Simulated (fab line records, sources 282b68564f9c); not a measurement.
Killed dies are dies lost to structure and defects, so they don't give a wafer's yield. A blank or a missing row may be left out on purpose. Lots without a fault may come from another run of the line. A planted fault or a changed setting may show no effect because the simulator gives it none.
fab line records | flow rit_cmos
record lots=7 wafers=21 last_day=7
route steps=202 shown NRETRO@60 PRETRO@64 GATE@75 M1@202
lots that met no fault: from a run of the same line without faults
start_h: hours from the record's first day to the start of the lot's first wafer shown | wait_h: hours since the lot's step before | " the same as in the row above | L1.1+2: a row that stands for several wafers | - no value, or no start given | * or withheld: withheld | < > ~ a bound
route shown NAME@n: a module of which the file shows steps, and the number in the route of the first | usual: mean/standard deviation of fault-free wafers | same: alike in all rows | chamber/n: place in a boat | sites: the reading at each site | _std_site: their standard deviation | _edge_site: outer sites' mean less inner sites' | radius_mm: how far each site lies from the wafer's centre | mask NAME#n: copy n | behind: the tool/chamber that last shaped the wafer | hold: why the lot was held/for how many hours/how that ended | device: the transistor (n, p or np) that didn't switch | end of line: the same wafers' tests at the end of the route | a step without rows: its recipe alone | killed: dies lost to structure and defects at the first sort, not the wafer's yield | map: a wafer's dies, x killed, . not, _ none there
set.NAME: the setting as run; set.NAME@STEP: as run at that earlier step | model.NAME: the simulator's own value behind a step, which no gauge read
lots at some steps of the route; a table a step, a row a wafer
services: from which hour (start_h, from the record's first day; less than 0 if before it) a tool's chamber was out of use, for how many hours, and why
## steps
# step RIT_NRETRO_HARDBAKE_07
# recipe resist=NOVOLAK temp_c=140 time_s=120
# step RIT_NRETRO_IMPLANT_08
# recipe species=P energy_kev=70 dose_cm2=1e+13 tilt_deg=7
# step RIT_NRETRO_STRIP_09
# recipe chemistry=O2 time_s=180 resist=NOVOLAK platen_temp_c=withheld power_w=500 pressure_mtorr=4000 o2_flow_sccm=4000
# usual chamber_pressure_mTorr=3999/3.6 drypump_motor_current_A=5.7/0.33 rf_refl_power_W=5.7/1
# columns lot.wafer tool chamber start_h wait_h chamber_pressure_mTorr drypump_motor_current_A rf_hours_counter_h rf_refl_power_W
L790.4 plasma_asher-02 1 47.84 0.1 4003 5.7 - 5.6
L790.5 " 1 " " 3999 5.7 - 5.3
L790.6 " 0 " " 4004 6.3 - 6.2
L792.2 plasma_asher-02 1 58.28 0.1 3999 5.7 42 5.4
L792.4 " 0 " " 4006 6.3 - 6.2
L792.5 " 1 " " 4000 5.7 - 5.3
L799.2 plasma_asher-03 0 89.13 0.1 4004 5.8 47 5.7
L799.3 " 0 " " 4000 5.8 - 5.7
L799.5 " 0 " " 4002 5.8 - 5.8
L800.1 plasma_asher-02 1 93.92 0.1 3994 5.7 46 5.3
L800.2 " 0 " " 3995 6.3 46 6.1
L800.6 " 1 " " 3997 5.7 - 5.3
L802.4 plasma_asher-02 0 101.07 0.1 4002 6.3 - 6.1
L802.5 " 1 " " 3999 5.7 - 5.2
L802.6 " 0 " " 4003 6.3 - 6.1
L808.1 plasma_asher-03 0 133.15 0.1 4000 5.8 52 5.8
L808.2 " 1 " " 4004 5.3 52 7.2
L808.5 " 0 " " 3994 5.8 - 5.9
L809.2 plasma_asher-04 0 137.98 0.1 3996 5.3 2 5.1
L809.3 " 0 " " 4005 5.3 - 5.1
L809.4 " 1 " " 4000 5.7 - 4.1
# step RIT_NRETRO_TW_MEAS_10
# usual NRETRO_TW=1057/5.3
# columns lot.wafer tool chamber start_h wait_h NRETRO_TW
L790.4 film_metro-01 - 47.99 0.1 1067
L790.5 " - " " 1055
L790.6 " - " " 1055
L792.2 film_metro-01 - 58.47 0.1 1055
L792.4 " - " " 1057
L792.5 " - " " 1058
L799.2 film_metro-02 - 89.32 0.1 1066
L799.3 " - " " 1062
L799.5 " - " " 1061
L800.1 film_metro-02 - 94.09 0.1 1067
L800.2 " - " " 1059
L800.6 " - " " 1064
L802.4 film_metro-02 - 101.22 0.1 1058
L802.5 " - " " 1052
L802.6 " - " " 1060
L808.1 film_metro-02 - 133.32 0.1 1049
L808.2 " - " " 1050
L808.5 " - " " 1050
L809.2 film_metro-02 - 138.16 0.1 1050
L809.3 " - " " 1059
L809.4 " - " " 1052
# step RIT_PRETRO_HMDS_00
# recipe prime_time_s=60 prime_temp_c=140
# step RIT_PRETRO_COAT_01
# recipe resist=NOVOLAK spin_rpm=2000 resist_thk_nm=1300
# step RIT_PRETRO_SOFTBAKE_02
# recipe resist=NOVOLAK temp_c=90 time_s=60
# step RIT_PRETRO_EXPOSE_03
# recipe mask_id=M5 na=0.57 target_cd_nm=43700 dose_mj=250
# step RIT_PRETRO_PEB_04
# recipe resist=NOVOLAK temp_c=withheld time_s=withheld
# step RIT_PRETRO_DEVELOP_05
# recipe resist=NOVOLAK develop_time_s=68 dev_temp_c=23
# step RIT_PRETRO_OVL_MEAS_06
# usual PRETRO_OVL=0.2/1.5
# columns lot.wafer tool chamber start_h wait_h PRETRO_OVL[nm]
L790.4 overlay-02 - 48.91 - -1.9
L790.5 " - " " -0.2
L790.6 " - " " -0.8
L792.2 overlay-02 - 59.53 - -1.3
L792.4 " - " " -1.5
L792.5 " - " " -1.2
L799.2 overlay-02 - 90.40 - -1.5
L799.3 " - " " -1.5
L799.5 " - " " -2.5
L800.1 overlay-01 - 95.12 - 0.3
L800.2 " - " " 0.4
L800.6 " - " " 1.1
L802.4 overlay-01 - 102.15 - -0.2
L802.5 " - " " 1.0
L802.6 " - " " 1.6
L808.1 overlay-02 - 134.42 - -1.1
L808.2 " - " " 1.1
L808.5 " - " " 0.9
L809.2 overlay-02 - 139.30 - -2.0
L809.3 " - " " -0.8
L809.4 " - " " 0.0
# step RIT_PRETRO_HARDBAKE_07
# recipe resist=NOVOLAK temp_c=140 time_s=120
# step RIT_PRETRO_IMPLANT_08
# recipe species=B energy_kev=45 dose_cm2=1.2e+13 tilt_deg=7
# usual dose_ions_cm2=1.1998e+13/1.4e+10 faraday_current_uA=38.0/0.75 tilt_deg=7.002/0.02
# columns lot.wafer tool chamber start_h wait_h dose_ions_cm2 faraday_current_uA tilt_deg
L790.4 implanter-03 0 49.26 0.2 1.199e+13 39.3 6.990
L790.5 " 0 " " 1.1995e+13 38.3 6.986
L790.6 " 0 " " 1.2012e+13 37.5 6.962
L792.2 implanter-02 0 59.83 0.2 1.2008e+13 36.9 6.998
L792.4 " 0 " " 1.1986e+13 38.0 7.015
L792.5 " 0 " " 1.202e+13 38.2 7.017
L799.2 implanter-02 0 90.70 0.2 2.1974e+13 71.8 6.947
L799.3 " 0 " " 2.1975e+13 67.9 6.995
L799.5 " 0 " " 2.1975e+13 70.7 7.025
L800.1 implanter-02 0 95.40 0.2 2.1971e+13 70.5 6.973
L800.2 " 0 " " 2.1988e+13 70.1 6.992
L800.6 " 0 " " 2.1975e+13 70.5 6.958
L802.4 implanter-02 0 102.49 0.2 2.1973e+13 69.4 7.006
L802.5 " 0 " " 2.1974e+13 69.5 6.989
L802.6 " 0 " " 2.1957e+13 69.9 7.012
L808.1 implanter-04 0 134.71 0.2 1.1967e+13 39.5 6.995
L808.2 " 0 " " 1.2006e+13 37.8 7.013
L808.5 " 0 " " 1.1988e+13 38.6 7.002
L809.2 implanter-04 0 139.60 0.2 1.2002e+13 37.5 7.027
L809.3 " 0 " " 1.1996e+13 36.9 7.036
L809.4 " 0 " " 1.1988e+13 38.5 7.029
# step RIT_PRETRO_STRIP_09
# recipe chemistry=O2 time_s=180 resist=NOVOLAK platen_temp_c=withheld power_w=500 pressure_mtorr=4000 o2_flow_sccm=4000
# usual chamber_pressure_mTorr=4001/3.2 drypump_motor_current_A=5.9/0.33 rf_refl_power_W=6.2/0.92
# columns lot.wafer tool chamber start_h wait_h chamber_pressure_mTorr drypump_motor_current_A rf_hours_counter_h rf_refl_power_W
L790.4 plasma_asher-03 1 49.39 0.1 4001 5.4 - 7.3
L790.5 " 1 " " 4007 5.4 - 7.1
L790.6 " 0 " " 3996 5.8 - 5.8
L792.2 plasma_asher-02 0 59.96 0.1 4003 6.3 42 6.2
L792.4 " 1 " " 4006 5.7 - 5.2
L792.5 " 0 " " 3999 6.3 - 6.2
L799.2 plasma_asher-02 0 90.83 0.1 4003 6.3 45 6.0
L799.3 " 0 " " 4003 6.3 - 6.1
L799.5 " 1 " " 4003 5.7 - 5.4
L800.1 plasma_asher-01 1 95.55 0.1 4002 5.6 31 6.0
L800.2 " 0 " " 3996 6.2 31 8.2
L800.6 " 1 " " 4006 5.6 - 5.9
L802.4 plasma_asher-02 0 102.62 0.1 4000 6.3 - 6.1
L802.5 " 1 " " 3997 5.7 - 5.4
L802.6 " 0 " " 4003 6.3 - 6.2
L808.1 plasma_asher-01 0 134.86 0.1 3999 6.2 35 7.9
L808.2 " 1 " " 3997 5.6 35 6.0
L808.5 " 1 " " 3998 5.6 - 5.9
L809.2 plasma_asher-01 0 139.73 0.1 3993 6.2 36 7.7
L809.3 " 1 " " 4001 5.6 - 6.1
L809.4 " 0 " " 4003 6.2 - 7.9
# step RIT_PRETRO_TW_MEAS_10
# usual PRETRO_TW=481.3/2.7
# columns lot.wafer tool chamber start_h wait_h PRETRO_TW
L790.4 film_metro-04 - 49.54 0.1 483.6
L790.5 " - " " 482.4
L790.6 " - " " 485.0
L792.2 film_metro-04 - 60.14 0.1 481.6
L792.4 " - " " 480.3
L792.5 " - " " 480.2
L799.2 film_metro-04 - 91.01 0.1 584.8
L799.3 " - " " 587.0
L799.5 " - " " 586.9
L800.1 film_metro-01 - 95.73 0.1 579.1
L800.2 " - " " 580.4
L800.6 " - " " 577.5
L802.4 film_metro-04 - 102.77 0.1 580.4
L802.5 " - " " 578.9
L802.6 " - " " 579.4
L808.1 film_metro-04 - 135.03 0.1 482.1
L808.2 " - " " 485.0
L808.5 " - " " 482.7
L809.2 film_metro-01 - 139.91 0.1 480.7
L809.3 " - " " 478.3
L809.4 " - " " 474.6
# step RIT_GATE_WET_ETCH_00
# recipe chemistry=BOE target=SiO2 target_depth_nm=56 time_s=60 dry=n2_spin dilution=10:1 temp_c=21.5
# step RIT_M1_PROBE_99
# usual killed_at_M0_to_M3=0.0/0.14 killed_at_contacts=0.0/0.23 killed_at_front_end=7/3.1 killed_dies=7/3.1 killed_open=3.3/2 killed_short=3.5/1.9
# same gross_dies=264 killed_at_M4_up=0 killed_at_back_side=0 killed_at_other=0
# columns lot.wafer tool chamber start_h wait_h killed_at_M0_to_M3 killed_at_contacts killed_at_front_end killed_dies killed_open killed_short model.etest.nmos_0p3.r_on_ohm_um model.etest.nmos_0p15.r_on_ohm_um model.etest.nmos_turned.drive_ua_um model.etest.nmos_0p15.drive_ua_um model.etest.nmos_0p3.drive_ua_um model.etest.nmos_narrow.drive_ua_um model.etest.pwell_pinched.rs_ohm_sq model.etest.ring.delay_ps
L790.4 prober-02 - 77.59 0.2 0 0 8 8 1 7 2190 1126 338 464 224.3 217.6 467.2 28.03
L790.5 prober-02 - 77.64 0.2 0 0 13 13 3 10 2161 1138 345.7 472.5 225.2 223.5 464.9 27.17
L790.6 prober-02 - 77.69 0.2 0 0 3 3 2 1 2124 1068 357.4 494.1 225.3 222.5 459.8 25.69
L792.2 prober-02 - 90.68 0.1 0 0 15 15 6 9 2101 1116 324.9 468.5 232.6 237 455.9 27.15
L792.4 prober-02 - 90.78 0.2 0 0 7 7 3 4 2142 1163 335.5 470.8 233.2 236.6 467.8 27.6
L792.5 prober-02 - 90.83 0.2 0 0 9 9 4 5 2134 1162 320.5 460.4 229.7 235.8 458.7 28.17
L799.2 prober-01 - 118.58 0.1 0 0 5 5 3 2 2504 1311 219.3 372.8 175.1 176.8 450 30.62
L799.3 prober-01 - 118.63 0.2 0 0 8 8 3 4 2510 1294 221.3 373.2 173.6 173 455.5 30.38
L799.5 prober-01 - 118.73 0.2 0 0 5 5 1 4 2486 1278 219.3 372.1 173.1 174.3 445.6 30.52
L800.1 prober-02 - 122.75 0.1 0 0 10 10 6 4 2538 1294 231 383 173.7 175 457.8 29.65
L800.2 prober-02 - 122.80 0.1 0 0 6 6 4 2 2474 1269 231.1 388.7 177.2 179.5 446.4 29.6
L800.6 prober-02 - 123.00 0.2 0 0 7 7 3 4 2462 1271 235.1 396.1 180 181.2 452.1 28.75
L802.4 prober-02 - 129.54 0.2 0 0 4 4 3 1 2425 1212 238.7 386.6 175.4 178.4 440.5 29.56
L802.5 prober-02 - 129.59 0.2 0 1 4 5 4 1 2470 1232 244.4 382.1 171.3 173.5 435.5 30.11
L802.6 prober-02 - 129.64 0.2 0 0 6 6 2 4 2484 1242 246.9 374.5 170.8 173.6 441.6 31.14
L808.1 prober-02 - 161.54 0.1 0 0 8 8 2 6 2122 1130 351.1 479.1 233.4 238.5 458.6 27.2
L808.2 prober-02 - 161.59 0.1 0 0 4 4 1 3 2064 1086 368.2 494 240.4 245.8 461.1 26.64
L808.5 prober-02 - 161.74 0.2 1 0 2 3 1 2 2062 1082 369.3 493.1 241.6 247.2 461.4 26.73
L809.2 prober-01 - 169.24 0.1 0 0 9 9 7 2 2085 1075 359.9 490.5 233.2 235.8 455.7 26
L809.3 prober-01 - 169.29 0.2 0 0 8 8 3 5 2103 1060 368.5 504.8 232.4 237.5 454.4 25.19
L809.4 prober-01 - 169.34 0.2 0 0 4 4 1 3 2069 1047 367 502.5 234.5 241 458.1 25.62
# killed by level:class
L790.4 GATE:geometric_particle:short=3 FOX1:geometric_particle:short=1 FOX1:geometric_particle:open=1 FOX2:geometric_particle:short=1 REOX:geometric_particle:short=1 SPACER:geometric_particle:short=1
L790.5 GATE:geometric_particle:short=4 GATE:geometric_particle:open=2 SPACER:geometric_particle:short=2 ACTIVE:geometric_particle:short=1 FOX2:geometric_particle:short=1 REOX:geometric_particle:short=1 SILICIDE:geometric_particle:open=1 SILICIDE:geometric_particle:short=1
L790.6 GATE:geometric_particle:short=1 GATE:geometric_particle:open=1 SPACER:geometric_particle:open=1
L792.2 GATE:geometric_particle:short=5 GATE:geometric_particle:open=3 SILICIDE:geometric_particle:open=3 FOX1:geometric_particle:short=1 FOX2:geometric_particle:short=1 REOX:geometric_particle:short=1 SILICIDE:geometric_particle:short=1
L792.4 GATE:geometric_particle:short=2 GATE:geometric_particle:open=2 FOX1:geometric_particle:open=1 REOX:geometric_particle:short=1 SILICIDE:geometric_particle:short=1
L792.5 SILICIDE:geometric_particle:short=4 GATE:geometric_particle:open=2 FOX1:geometric_particle:open=1 FOX1:geometric_particle:short=1 FOX2:geometric_particle:open=1
L799.2 SILICIDE:geometric_particle:open=2 FOX1:geometric_particle:short=1 FOX1:geometric_particle:open=1 FOX2:geometric_particle:short=1
L799.3 FOX2:geometric_particle:short=2 SILICIDE:geometric_particle:open=2 FOX1:geometric_particle:open=1 FOX1:geometric_particle:short=1 GATE:geometric_particle:short=1 NWELL:coat_microbubble_printed=1
L799.5 FOX1:geometric_particle:short=2 REOX:geometric_particle:open=1 REOX:geometric_particle:short=1 SPACER:geometric_particle:short=1
L800.1 SILICIDE:geometric_particle:open=2 FOX1:geometric_particle:open=1 FOX1:geometric_particle:short=1 GATE:geometric_particle:open=1 REOX:geometric_particle:short=1 REOX:geometric_particle:open=1 SPACER:geometric_particle:open=1 SPACER:geometric_particle:short=1
L800.2 GATE:geometric_particle:open=2 FOX1:geometric_particle:open=1 REOX:geometric_particle:short=1 REOX:geometric_particle:open=1 SPACER:geometric_particle:short=1
L800.6 GATE:geometric_particle:open=3 GATE:geometric_particle:short=2 SPACER:geometric_particle:short=1 SILICIDE:geometric_particle:short=1
L802.4 GATE:geometric_particle:open=2 FOX1:geometric_particle:open=1 REOX:geometric_particle:short=1
L802.5 SPACER:geometric_particle:open=3 REOX:geometric_particle:short=1 CONTACT:geometric_particle:open=1
L802.6 FOX1:geometric_particle:open=1 GATE:geometric_particle:short=1 GATE:geometric_particle:open=1 REOX:geometric_particle:short=1 SPACER:geometric_particle:short=1 SILICIDE:geometric_particle:short=1
L808.1 GATE:geometric_particle:short=2 FOX1:geometric_particle:short=1 GATE:geometric_particle:open=1 REOX:geometric_particle:open=1 REOX:geometric_particle:short=1 SPACER:geometric_particle:short=1 SILICIDE:geometric_particle:short=1
L808.2 GATE:geometric_particle:short=1 REOX:geometric_particle:short=1 SPACER:geometric_particle:short=1 SPACER:geometric_particle:open=1
L808.5 FOX2:geometric_particle:open=1 GATE:geometric_particle:short=1 M1:geometric_particle:short=1
L809.2 FOX1:geometric_particle:open=2 REOX:geometric_particle:open=2 FOX2:geometric_particle:open=1 GATE:geometric_particle:open=1 SPACER:geometric_particle:short=1 SILICIDE:geometric_particle:short=1 SILICIDE:geometric_particle:open=1
L809.3 SILICIDE:geometric_particle:short=2 FOX1:geometric_particle:open=1 FOX2:geometric_particle:short=1 GATE:geometric_particle:short=1 GATE:geometric_particle:open=1 SPACER:geometric_particle:open=1 SPACER:geometric_particle:short=1
L809.4 FOX2:geometric_particle:open=1 GATE:geometric_particle:short=1 REOX:geometric_particle:short=1 SPACER:geometric_particle:short=1
## services
# columns tool chamber start_h hours kind
plasma_asher-01 - 39.76 1.2 repair
implanter-04 - 53.26 6.6 repair
implanter-03 - 56.98 3.0 pm
implanter-04 - 59.89 2.8 pm
plasma_asher-04 - 62.61 0.7 repair
implanter-02 - 63.11 2.1 repair
implanter-02 - 69.34 3.1 repair
implanter-03 - 89.18 1.5 repair
plasma_asher-04 - 91.79 1.4 repair
implanter-02 - 96.11 2.3 repair
plasma_asher-04 - 99.32 2.8 repair
plasma_asher-04 - 108.75 9.0 pm
plasma_asher-04 0 108.75 9.0 vent_cycle
plasma_asher-04 1 108.75 9.0 vent_cycle
plasma_asher-04 0 117.75 - clean
plasma_asher-04 1 117.75 - clean
## key
first_sign step=RIT_PRETRO_IMPLANT_08 reading=dose_ions_cm2 direction=up sigmas=99+ usual=1.1998e+13 struck=2.1974e+13
effect step=RIT_PRETRO_IMPLANT_08 reading=faraday_current_uA direction=up sigmas=43 usual=38.0 struck=70.0
effect step=RIT_PRETRO_TW_MEAS_10 reading=PRETRO_TW direction=up sigmas=38 usual=481.3 struck=581.6
model_effect step=RIT_M1_PROBE_99 value=etest.nmos_0p3.r_on_ohm_um without=2116 struck=2484
met_at RIT_PRETRO_IMPLANT_08
struck_wafers L799.2,L799.3,L799.5,L800.1,L800.2,L800.6,L802.4,L802.5,L802.6
tester_left_out L799,L800,L802
onset_between 59.83 90.70
fault kind=process_parameter_drift tool=implanter-02 chamber=- onset_h=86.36 steps=RIT_PRETRO_IMPLANT_08 channel=dose_cm2 offset=9.9812e+12 shape=step end_h=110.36 acts_in=these_recipes_only stated=1.2e+13
# tester_left_out: of these lots the tester's yield and bins aren't shown, on N5 and GAA mostly nor the transistor test; their killed dies are dies lost to structure and defects alone, not to doping, threshold or leakage, so they don't give the yield
